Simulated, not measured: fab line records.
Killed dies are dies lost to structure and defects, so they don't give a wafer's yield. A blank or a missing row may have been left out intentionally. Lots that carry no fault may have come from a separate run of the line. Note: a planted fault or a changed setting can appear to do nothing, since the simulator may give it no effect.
Which of the tools did it? ; flow rit_cmos ; Sampling: 14 lots, 42 wafers, 4 of 202 route steps

== WHAT THE GAUGES READ, wafer by wafer ==
RIT_FOX2_THK_MEAS_01. Usual: for FOX2_OXIDE_THK the level is 352 nm and the standard deviation is 5.9.
lot;measured;on;FOX2_OXIDE_THK (nm);flag
L797;day 1 18:29;film_metro-03;346 345 356;
L798;day 2 01:25;film_metro-03;361 359 361;
L799;day 2 06:53;film_metro-04;350 359 357;
L800;day 2 11:13;film_metro-04;358 354 354;
L807;day 3 22:13;film_metro-03;371 371 370;OFF
L809;day 4 08:35;film_metro-03;372 368 374;OFF
L810;day 4 13:34;film_metro-04;354 356 355;
L811;day 4 17:26;film_metro-02;346 345 345;
L812;day 4 23:07;film_metro-04;343 343 354;
L813;day 5 03:41;film_metro-04;351 356 348;
L814;day 5 10:19;film_metro-03;350 348 351;
L815;day 5 15:05;film_metro-02;356 364 364;
L817;day 6 00:59;film_metro-02;351 353 357;
L820;day 6 14:05;film_metro-03;355 349 353;

RIT_FOX2_THK_MEAS_90. Usual: for FIELD_OXIDE_LEFT_1_THK the level is 325 nm and the standard deviation is 6.
lot;measured;on;FIELD_OXIDE_LEFT_1_THK (nm);flag
L797;day 1 19:22;film_metro-04;319 317 329;
L798;day 2 02:17;film_metro-03;334 331 334;
L799;day 2 07:45;film_metro-04;323 332 330;
L800;day 2 12:10;film_metro-04;331 326 327;
L807;day 3 23:05;film_metro-03;344 344 342;OFF
L809;day 4 09:28;film_metro-03;345 340 346;OFF
L810;day 4 15:13;film_metro-03;327 329 328;
L811;day 4 18:26;film_metro-02;320 318 318;
L812;day 5 00:45;film_metro-02;316 316 327;
L813;day 5 05:20;film_metro-04;324 329 321;
L814;day 5 11:16;film_metro-02;323 321 323;
L815;day 5 15:58;film_metro-04;329 336 335;
L817;day 6 01:52;film_metro-04;324 325 329;
L820;day 6 14:58;film_metro-02;328 322 325;

RIT_FOX2_THK_MEAS_91. Usual: for FIELD_OXIDE_LEFT_2_THK the level is 257 nm and the standard deviation is 5.8.
lot;measured;on;FIELD_OXIDE_LEFT_2_THK (nm);flag
L797;day 2 08:11;film_metro-03;251 248 260;
L798;day 2 14:57;film_metro-02;266 264 266;
L799;day 2 20:43;film_metro-02;254 263 261;
L800;day 3 01:55;film_metro-03;263 258 259;
L807;day 4 12:31;film_metro-04;276 275 274;OFF
L809;day 4 22:44;film_metro-02;276 271 277;OFF
L810;day 5 04:08;film_metro-02;258 260 259;
L811;day 5 06:44;film_metro-02;252 250 250;
L812;day 5 13:04;film_metro-03;248 247 258;
L813;day 5 18:46;film_metro-03;255 260 252;
L814;day 5 23:56;film_metro-03;255 254 257;
L815;day 6 05:04;film_metro-02;260 268 267;
L817;day 6 15:26;film_metro-02;256 258 261;
L820;day 7 03:39;film_metro-03;260 254 258;

== EACH LOT AND THE TOOL THAT RAN IT (in order: tool; ch and the chambers of the sampled wafers; start) ==
lot;RIT_FOX2_OXIDATION_00
L797;furnace-01 ch 0, day 1 17:10
L798;furnace-01 ch 0, day 2 00:05
L799;furnace-03 ch 0, day 2 05:34
L800;furnace-03 ch 0, day 2 09:53
L807;furnace-04 ch 0, day 3 20:53
L809;furnace-04 ch 0, day 4 07:15
L810;furnace-03 ch 0, day 4 12:15
L811;furnace-01 ch 0, day 4 16:07
L812;furnace-01 ch 0, day 4 21:48
L813;furnace-01 ch 0, day 5 02:23
L814;furnace-03 ch 0, day 5 09:00
L815;furnace-03 ch 0, day 5 13:45
L817;furnace-03 ch 0, day 5 23:41
L820;furnace-01 ch 0, day 6 12:46
- RIT_FOX2_OXIDATION_00: target thk 350.7 nm, ox time 1130 s.

== AS READ BY THE TOOLS THEMSELVES (means over the sampled wafers that have a number; for cases with no such wafer, the mark the record gives instead) ==
RIT_FOX2_OXIDATION_00. Usual: spike_tc_centre_C 1103.5 C, standard deviation 1; spike_tc_load_C 1127.6 C, standard deviation 1.5; spike_tc_source_C 1124.6 C, standard deviation 2.3; zone_power_centre_pct 56 %, standard deviation 5.4.
lot;tool;spike_tc_centre_C (C);spike_tc_load_C (C);spike_tc_source_C (C);zone_power_centre_pct (%);flag
L797;furnace-01;1103.3;1127.9;1123.5;50;
L798;furnace-01;1103.7;1128.4;1123.4;50;
L799;furnace-03;1103.2;1129.9;1127.0;62;
L800;furnace-03;1103.7;1128.4;1127.0;63;
L807;furnace-04;1113.3;1136.3;1132.8;56;OFF
L809;furnace-04;1114.3;1136.5;1132.7;55;OFF
L810;furnace-03;1103.9;1127.9;1127.3;63;
L811;furnace-01;1103.5;1127.7;1123.4;50;
L812;furnace-01;1103.8;1128.9;1124.0;50;
L813;furnace-01;1104.0;1127.5;1123.1;50;
L814;furnace-03;1103.3;1127.3;1127.5;63;
L815;furnace-03;1103.6;1128.5;1126.9;62;
L817;furnace-03;1103.0;1129.2;1127.2;62;
L820;furnace-01;1103.3;1128.3;1123.0;50;

== THE ANSWER, worked out from the rows above alone ==
Rule: take the mean of a lot's wafers that have a number; if it is more than 3 standard deviations from the usual mean, the lot is off. Also off: a lot with no number at a reading for which 4 or more lots have one. The other lots that the step has rows for count as sound. After the gauges, taken in route order, come the tools' own readings; for these a lot's mean is taken, as printed above. The first step at which some lot is off is used, and at that step the reading that is off furthest; a lot without a number counts as furthest.
Off: at RIT_FOX2_THK_MEAS_01 (FOX2_OXIDE_THK), L807, L809.
A tool fits if, at a process step before that reading, it ran every lot that is off, and no sound lot after the first of them. Not tried: the gauges at RIT_FOX2_THK_MEAS_01; whatever is off there is also off at RIT_FOX2_THK_MEAS_91, on other tools, and gauge error can't account for it. One fits: RIT_FOX2_OXIDATION_00 on furnace-04. It ran no sound lot before its first lot that is off in this sample, so the start can't be narrowed down.
The tool's own readings at RIT_FOX2_OXIDATION_00 bear it out: on the lots that are off they differ by more than 5 times the standard deviation of the sound lots' means. spike_tc_centre_C reads 1113.8 C there against 1103.5 C on the sound lots; spike_tc_load_C reads 1136.4 C there against 1128.3 C on the sound lots.

== WHAT HAD BEEN PUT IN BY THE SIMULATOR ==
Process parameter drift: furnace-04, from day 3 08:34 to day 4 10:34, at RIT_FOX2_OXIDATION_00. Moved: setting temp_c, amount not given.
Lots struck among those shown: L807, L809. Same finding as the rule above.
